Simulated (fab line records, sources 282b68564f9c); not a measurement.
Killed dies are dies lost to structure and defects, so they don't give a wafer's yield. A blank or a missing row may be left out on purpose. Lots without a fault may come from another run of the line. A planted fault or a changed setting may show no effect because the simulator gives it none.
One fault seen from 2 desks | flow rit_cmos | each desk has only its own numbers; what lay behind them comes last

THE TOOL OWNER'S DESK: plasma_asher-02
The tool's own readings at RIT_NLDD_STRIP_09 (strips in O2, time 180 s): means of the sampled wafers that have a number, for each lot that ran on this tool. A lot is out of limits, marked OUT, if its mean lies more than 4 standard deviations from the usual mean; the brackets give that distance.
Columns: A = chamber_pressure_mTorr at RIT_NLDD_STRIP_09, usual 4000 mTorr; B = drypump_motor_current_A at RIT_NLDD_STRIP_09, usual 5.7 A; C = run_length_s at RIT_NLDD_STRIP_09, usual 208.1 s
lot  | first seen here | A    | B   | C
L748 | day 3 19:17     | 4002 | 5.7 | 208.3
L752 | day 4 17:28     | 4001 | 6.0 | 208.6
L756 | day 5 17:18     | 4003 | 6.0 | 208.5
L758 | day 6 02:20     | 4000 | 5.9 | 72.4 (-99 or more) OUT
This desk's finding: out of limits on L758; first on L758, day 6 02:20 (run_length_s at RIT_NLDD_STRIP_09). In limits: L748, L752, L756.

THE METROLOGY DESK
What the gauges read, lot by lot, whatever tool the lot ran on: means of the sampled wafers that have a number. A lot is out of limits, marked OUT, if its mean lies more than 4 standard deviations from the usual mean; the brackets give that distance.
Columns: A = PLDD_TW at RIT_PLDD_TW_MEAS_10, usual 2353
lot  | first seen here | A
L745 | day 3 09:20     | 2327
L746 | day 3 16:36     | 2355
L748 | day 3 21:10     | 2320
L747 | day 3 21:19     | 2357
L752 | day 4 19:34     | 2375
L754 | day 5 05:08     | 2342
L755 | day 5 12:59     | 2360
L756 | day 5 18:54     | 2364
L758 | day 6 04:01     | 30 (-99 or more) OUT
L759 | day 6 04:49     | 2345
L761 | day 6 17:35     | 2364
L765 | day 7 08:16     | 2355
L766 | day 7 17:46     | 2355
This desk's finding: out of limits on L758; first on L758, day 6 04:01 (PLDD_TW at RIT_PLDD_TW_MEAS_10). In limits: L745, L746, L748, L747, L752, L754, L755, L756, L759, L761, L765, L766.

PUT TOGETHER
The tool owner's desk could have raised an alarm at day 6 02:20, on L758.
The metrology desk could have raised an alarm at day 6 04:01, on L758.
Of the lots named, all ran RIT_NLDD_STRIP_09 on plasma_asher-02.

WHAT THE SIMULATOR HAD PUT IN
Strip aborted: plasma_asher-02, from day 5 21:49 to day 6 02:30, at RIT_NLDD_STRIP_09. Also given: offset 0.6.
Lots struck among those shown: L758.
Hours from the fault's start to each desk's first reading out of limits: the tool owner's desk, 5; the metrology desk, 6.
